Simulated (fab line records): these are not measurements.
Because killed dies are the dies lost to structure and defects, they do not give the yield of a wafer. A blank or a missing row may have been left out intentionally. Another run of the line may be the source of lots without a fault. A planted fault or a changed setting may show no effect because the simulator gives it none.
8D (eight disciplines) problem report, filled in by code + flow berkeley cmos170 + the parts of the form that need people (team, actions taken, sign-off) are left out

## 1. PROBLEM STATEMENT
Wafers without a fault read 319.6 s, standard deviation 0.46; run length s at UCB170_V1_ETCH_14 reads a mean of 396.0 s on 6 wafers belonging to 2 lots. That is +99 or more standard deviations from the usual mean.
The step: etches SiO2 in CHF3/CF4/Ar, stops on Al, target depth 1250 nm, time 291 s.
Seen first at day 11 14:24 on rie diel-02, wafer L901.1. Wafers with a number at this step in the record: 42, from 14 lots. By rule, "out" or "out of limits" means more than 4 standard deviations away from the usual mean. The other wafers with a number count as sound.

## 2. WHAT IT IS AND WHAT IT IS NOT
| question                    | is                           | is not                                                                                       |
|-----------------------------|------------------------------|----------------------------------------------------------------------------------------------|
| which readings at this step | run length s, oes product au | mfc ar sccm, throttle valve pct                                                              |
| which lots                  | L901, L902                   | L887, L888, L889, L890, L891, L892, L896, L903, L904, L906, L907, L910                       |
| which wafers of those lots  | all that have a number       | -                                                                                            |
| read on which tools         | rie diel-02                  | rie diel-01, rie diel-03                                                                     |
| when                        | from day 11 14:24            | up to then (21 sound wafers); but 15 sound wafers of L903, L904, L906, L907, L910 came after |

## 3. SUSPECTS, AND WHAT RULES EACH OUT
Counting: a tool at a process step up to the reading stays a suspect if it ran every lot that is out and no sound lot after the first of them.
- rie diel-02 at UCB170_V1_ETCH_14 (etches SiO2 in CHF3/CF4/Ar, stops on Al, target depth 1250 nm, time 291 s): kept. It ran every lot that is out, first L901 (day 11 14:24), and no sound lot after that; its last sound lot up to then is L890 (day 9 06:08). Its own readings are out on those wafers: oes product au, run length s.
After counting, what remains is rie diel-02 at UCB170_V1_ETCH_14.

## 4. THE CAUSE (what the simulator had put in)
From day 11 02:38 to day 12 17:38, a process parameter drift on rie diel-02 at UCB170_V1_ETCH_14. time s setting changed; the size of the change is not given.
This tool alone remained once counting was done.

## 5. THE EFFECT CHAIN, in route order
One row per reading whose mean, taken over the struck wafers that have a number, lies over 3 standard deviations from the usual. Only readings for which the record gives a usual standard deviation are gone through. hours: the time from each lot's start at the first step in this table that gives one to its start at this step, as a median over the lots. sigmas: the change in usual standard deviations.
| hours | step               | reading                  | usual      | on struck wafers | change | sigmas      |
|-------|--------------------|--------------------------|------------|------------------|--------|-------------|
| 0     | UCB170_V1_ETCH_14  | oes product au           | 0.870 a.u. | 0.762            | -0.108 | -7.2        |
| 0     | UCB170_V1_ETCH_14  | run length s             | 319.6 s    | 396.0            | +76.4  | +99 or more |
| 0     | UCB170_V1_STRIP_15 | strip time to endpoint s | 15.36 s    | 13.62            | -1.74  | -17         |
It contains these process steps:
- UCB170_V1_ETCH_14: etches SiO2 in CHF3/CF4/Ar, stops on Al, target depth 1250 nm, time 291 s.
- UCB170_V1_STRIP_15: strips in O2.

## 6. HOW IT WOULD HAVE BEEN CAUGHT EARLIER
In this record no reading fell out of limits until day 11 14:24, 12 hours after the fault had begun at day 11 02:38.
